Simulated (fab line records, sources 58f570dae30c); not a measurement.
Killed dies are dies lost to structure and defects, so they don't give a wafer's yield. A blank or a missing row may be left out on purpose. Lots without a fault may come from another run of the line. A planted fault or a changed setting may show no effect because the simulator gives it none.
Split-lot experiment | flow berkeley_cmos170 | 5 lots, 23 wafers read, on a route of 331 steps

THE SPLIT
At UCB170_M3_EXPOSE_12 (exposes mask METAL3, target cd 700 nm), the setting dose_mj was moved away from the recipe's 26 on 9 of the 23 wafers read, by -5.2% to +2.6%. The other wafers ran this setting at the recipe's value.

FROM THE SPLIT TO THE READING: what the file shows between them, 6 steps
- UCB170_M3_PEB_13
- UCB170_M3_DEVELOP_14: develop time 45 s
- UCB170_M3_CD_MEAS_15: target cd 700 nm
- UCB170_M3_ETCH_17: etches BARC in N2/H2
- UCB170_M3_METAL_ETCH_18: etches Al in Cl2/BCl3, stops on SiO2, target depth 1170 nm, time 195 s
- UCB170_M3_STRIP_19: strips in O2

THE READING
cd_nm, in nm, at UCB170_M3_CD_MEAS_90 (target cd 700 nm). Fault-free wafers of this fab line usually give 703 nm, standard deviation 3.2 nm.

wafer  | tool, chamber at the split | dose_mj as run | against the recipe | cd_nm, nm | against lot-mates on the recipe
L074.1 | krf_scanner-01, 0          | 26             | recipe             | 701       | -
L074.5 | krf_scanner-01, 0          | 26             | recipe             | 700       | -
L074.6 | krf_scanner-01, 0          | 26             | recipe             | 707       | -
L079.1 | krf_scanner-02, 0          | 26             | recipe             | 699       | -
L079.3 | krf_scanner-02, 0          | 26.62          | +2.4%              | 697       | -3
L079.4 | krf_scanner-02, 0          | 26             | recipe             | 697       | -
L079.5 | krf_scanner-02, 0          | 26.62          | +2.4%              | 694       | -6
L079.6 | krf_scanner-02, 0          | 26             | recipe             | 703       | -
L076.1 | krf_scanner-02, 0          | 24.66          | -5.2%              | 714       | +16
L076.2 | krf_scanner-02, 0          | 26             | recipe             | 699       | -
L076.3 | krf_scanner-02, 0          | 24.66          | -5.2%              | 713       | +15
L076.4 | krf_scanner-02, 0          | 26             | recipe             | 698       | -
L076.6 | krf_scanner-02, 0          | 26             | recipe             | 697       | -
L078.1 | krf_scanner-02, 0          | 26.68          | +2.6%              | 702       | -5
L078.2 | krf_scanner-02, 0          | 26.68          | +2.6%              | 703       | -4
L078.3 | krf_scanner-02, 0          | 26             | recipe             | 707       | -
L078.4 | krf_scanner-02, 0          | 26             | recipe             | 706       | -
L078.5 | krf_scanner-02, 0          | 26             | recipe             | 708       | -
L077.1 | krf_scanner-02, 0          | 25.5           | -1.9%              | 708       | +8
L077.2 | krf_scanner-02, 0          | 25.5           | -1.9%              | 701       | +0
L077.3 | krf_scanner-02, 0          | 26             | recipe             | 699       | -
L077.4 | krf_scanner-02, 0          | 25.5           | -1.9%              | 709       | +8
L077.6 | krf_scanner-02, 0          | 26             | recipe             | 702       | -

THE FIT
A straight line over all 23 wafers: cd_nm changes by -1.88 nm for each +1% of dose_mj; r = -0.70; the points scatter about the line by 3.9 nm.
The same after taking each lot's own level away (the mean of its wafers on the recipe; 23 wafers): -2.59 nm for each +1%; r = -0.91; scatter 2.4 nm.
On that fit, the largest move of dose_mj shifts the reading by 13 nm.
The lots' own levels span 698.0 to 707.0 nm, that is 2.8 times the standard deviation above.
So the lot-to-lot level blurs the effect unless lot-mates are compared.
Check: with one of the wafers moved furthest among these (-5.2%) left out of the fit, the line predicts +13 nm for it against its lot-mates. It came out at +16 nm against them.

OTHER SPLITS ON THESE WAFERS
These wafers also went through other splits before the reading. Each is held against what the fit with the lots' levels taken away leaves over:
other split on the same wafers  | wafers away from the commonest value | r with cd_nm (lot level and that fit taken away)
UCB170_M2_METAL_ETCH_18 time_s  | 10                                   | +0.19
UCB170_M3_COAT_05 resist_thk_nm | 6                                    | +0.31
UCB170_M3_SOFTBAKE_06 time_s    | 7                                    | -0.12

THE WHOLE CHAIN: every reading that the file lists as answering this split, in the file's order
step                    | what it does                                                           | reading                                                   | change (the file's fit)              | r (the file's)
UCB170_M3_CD_MEAS_15    | target cd 700 nm                                                       | cd_nm                                                     | -1.8 nm for each +1% of the setting  | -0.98
UCB170_M3_ETCH_17       | etches BARC in N2/H2                                                   | M3.cd_nm (the simulator's own value, which no gauge read) | -1.78 nm for each +1% of the setting | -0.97
UCB170_M3_METAL_ETCH_18 | etches Al in Cl2/BCl3, stops on SiO2, target depth 1170 nm, time 195 s | M3.cd_nm (the simulator's own value, which no gauge read) | -2.56 nm for each +1% of the setting | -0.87
UCB170_M3_CD_MEAS_90    | target cd 700 nm                                                       | cd_nm                                                     | -2.6 nm for each +1% of the setting  | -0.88

THE FILE'S OWN FIT
cd_nm changes by -2.6 nm for each +1% of dose_mj, r = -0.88.
